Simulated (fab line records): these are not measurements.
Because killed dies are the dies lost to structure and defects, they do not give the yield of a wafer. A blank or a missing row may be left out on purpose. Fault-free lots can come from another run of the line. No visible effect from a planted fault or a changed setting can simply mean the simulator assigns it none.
Struck lot and sound lot, side by side :: flow ritCmos :: 27 steps out of a route of 202
Sound: the wafers L862.1, L862.4, L862.5. Wafers L859.1, L859.4, L859.6 were the ones struck. At the end, the cause is stated.
At each step with rows: each side's tool, then ch and its chambers, then its first start. Under that, the readings that differ: sound wafers :: struck wafers :: difference of the means :: sigmas: that difference in standard deviations of wafers without a fault.
alike: words and numbers the same on both sides, and readings whose means are apart by under 2 such deviations; not compared: readings that were withheld, readings missing a value for some wafer, numbers with overlapping values and no deviation given by the record, and bounds like >300 which may hide the same value.
The two part at a step that has a row with sigmas, a row that says differs or no value, or rows on one side only. Numbers that don't overlap but have no deviation are shown without sigmas and don't part them. Lack of a reading on every wafer of one side parts them only where that side has two or more wafers.

RIT_ACTIVE_BOW_MEAS_00:
  sound on filmMetro-03, day 5 14:00; struck on filmMetro-03, day 4 23:00
  alike: INCOMING_BOW
then, 1 step without rows for these wafers: RIT_ACTIVE_OXIDATION_01 (target thk 46.8 nm, ox time 3360 s).
RIT_ACTIVE_THK_MEAS_02:
  sound on filmMetro-02, day 5 18:15; struck on filmMetro-01, day 5 02:22
  alike: ACTIVE_OXIDE_THK
RIT_ACTIVE_CVD_03: deposits Si3N4 from SiH2Cl2/NH3, target thk 150 nm, time 1500 s.
  sound on lpcvd-02 ch 1, day 5 18:19; struck on lpcvd-01 ch 0, day 5 02:26
reading: pressureMtorr (mTorr)
sound: 300.3 300.3 299.5
struck: 150.3 150.5 151.0
difference: -149.4
sigmas: -99 or more

reading: model.Si3N4_of_ACTIVE_CVD_03.thkNm (nm)
sound: 152.5 151.5 152.4
struck: 123.2 122.4 122.7
difference: -29.4
sigmas: 
  alike: zonePowerSourcePct
RIT_ACTIVE_THK_MEAS_04:
  sound on filmMetro-03, day 5 19:44; struck on filmMetro-02, day 5 03:51
reading: ACTIVE_NITRIDE_THK (nm)
sound: 152.5 151.5 152.5
struck: 123.1 122.4 122.7
difference: -29.4
sigmas: -27
then, 6 steps without rows for these wafers: RIT_ACTIVE_HMDS_05 (prime time 60 s); RIT_ACTIVE_COAT_06 (resist thk 1000 nm); RIT_ACTIVE_SOFTBAKE_07 (time 60 s); RIT_ACTIVE_EXPOSE_08 (exposes mask M1, target cd 1400 nm); RIT_ACTIVE_PEB_09; RIT_ACTIVE_DEVELOP_10 (develop time 50 s).
RIT_ACTIVE_CD_MEAS_11: the cd target is 1400 nm.
  sound on cdSem-01, day 5 20:38; struck on cdSem-01, day 5 04:53
  alike: cdNm
then, 1 step without rows for these wafers: RIT_ACTIVE_HARDBAKE_12 (time 60 s).
RIT_ACTIVE_ETCH_13: etches Si3N4 in SF6, stops on SiO2, time 210 s, target depth 210 nm.
  sound on rieDiel-02 ch 1,2,3, day 5 20:55; struck on rieDiel-01 ch 0,1, day 5 05:16
reading: oesProductAu (a.u.)
sound: 0.813 0.811 0.820
struck: 0.723 0.755 0.717
difference: -0.083
sigmas: -5

reading: model.etch.depthNm (nm)
sound: 152.5 151.5 152.4
struck: 123.2 122.4 122.7
difference: -29.4
sigmas: 

reading: model.ACTIVE.featureDepthNm (nm)
sound: 152.5 151.5 152.4
struck: 123.2 122.8 122.7
difference: -29.2
sigmas: 
  alike: drypumpMotorCurrentA, throttleValvePct
  not compared: rfHoursCounterH
RIT_ACTIVE_STRIP_14: strips in O2, time 180 s.
  sound on plasmaAsher-01 ch 0,1, day 5 21:02; struck on plasmaAsher-01 ch 0, day 5 05:24
  alike: drypumpMotorCurrentA, o2FlowSccm
  not compared: rfHoursCounterH
RIT_ACTIVE_CD_MEAS_90: the cd target is 1400 nm.
  sound on cdSem-01, day 5 21:13; struck on cdSem-01, day 5 05:34
  alike: cdNm
then, 4 steps without rows for these wafers: RIT_ACTIVE_CLEAN_15 (cleans in SC1, time 600 s); RIT_ACTIVE_CLEAN_16 (cleans in dHF, time 30 s); RIT_ACTIVE_CLEAN_17 (cleans in SC2, time 600 s); RIT_FOX1_OXIDATION_00 (target thk 350.7 nm, ox time 1130 s).
RIT_FOX1_THK_MEAS_01:
  sound on filmMetro-02, day 6 04:36; struck on filmMetro-04, day 5 10:31
  alike: FOX1_OXIDE_THK
then, 2 steps without rows for these wafers: RIT_FOX1_WET_ETCH_02 (etches SiO2 in BOE, target depth 350 nm, time 390 s); RIT_FOX2_OXIDATION_00 (target thk 350.7 nm, ox time 1130 s).
RIT_FOX2_THK_MEAS_01:
  sound on filmMetro-04, day 6 13:34; struck on filmMetro-04, day 5 13:20
  alike: FOX2_OXIDE_THK
RIT_FOX2_CLEAN_02: cleans in dHF, time 180 s.
  sound on wetBench-04 ch 0, day 6 13:38; struck on wetBench-02 ch 3, day 5 13:24
reading: model.Si3N4_of_ACTIVE_CVD_03.thkNm (nm)
sound: 133.4 132.3 133.3
struck: 104 103.2 103.5
difference: -29
sigmas: 
then, 1 step without rows for these wafers: RIT_FOX2_WET_ETCH_03 (etches Si3N4 in H3PO4, target depth 195 nm, time 2700 s).
-- the record jumps here: 2 days lie between the struck wafers' starts before and after (it left off in module FOX2 and takes up again in module M1, whose first step shown is number 202 of the route) --
RIT_M1_PROBE_99:
  sound on prober-02, day 8 13:53; struck on prober-01, day 7 23:07
reading: model.etest.pldd.widthNm (nm)
sound: 3192 3178 3165
struck: 3124 3125 3111
difference: -58
sigmas: 

reading: model.etest.nldd.widthNm (nm)
sound: 3178 3202 3166
struck: 3100 3118 3141
difference: -62
sigmas: 
  alike: killedAtContacts, killedAtFrontEnd, killedDies, killedOnRim, killedOpen, killedShort

WHERE THEY PART
At RIT_ACTIVE_CVD_03 first; at RIT_ACTIVE_ETCH_13 last (within this record only). Later steps at which nothing parts them and some readings are alike: RIT_ACTIVE_STRIP_14, RIT_ACTIVE_CD_MEAS_90, RIT_FOX1_THK_MEAS_01, RIT_FOX2_THK_MEAS_01, RIT_M1_PROBE_99.

WHY: the cause the simulator had injected
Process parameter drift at RIT_ACTIVE_CVD_03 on lpcvd-01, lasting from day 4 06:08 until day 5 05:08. A move of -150 in setting pressureMtorr, from 300. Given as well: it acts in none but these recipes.
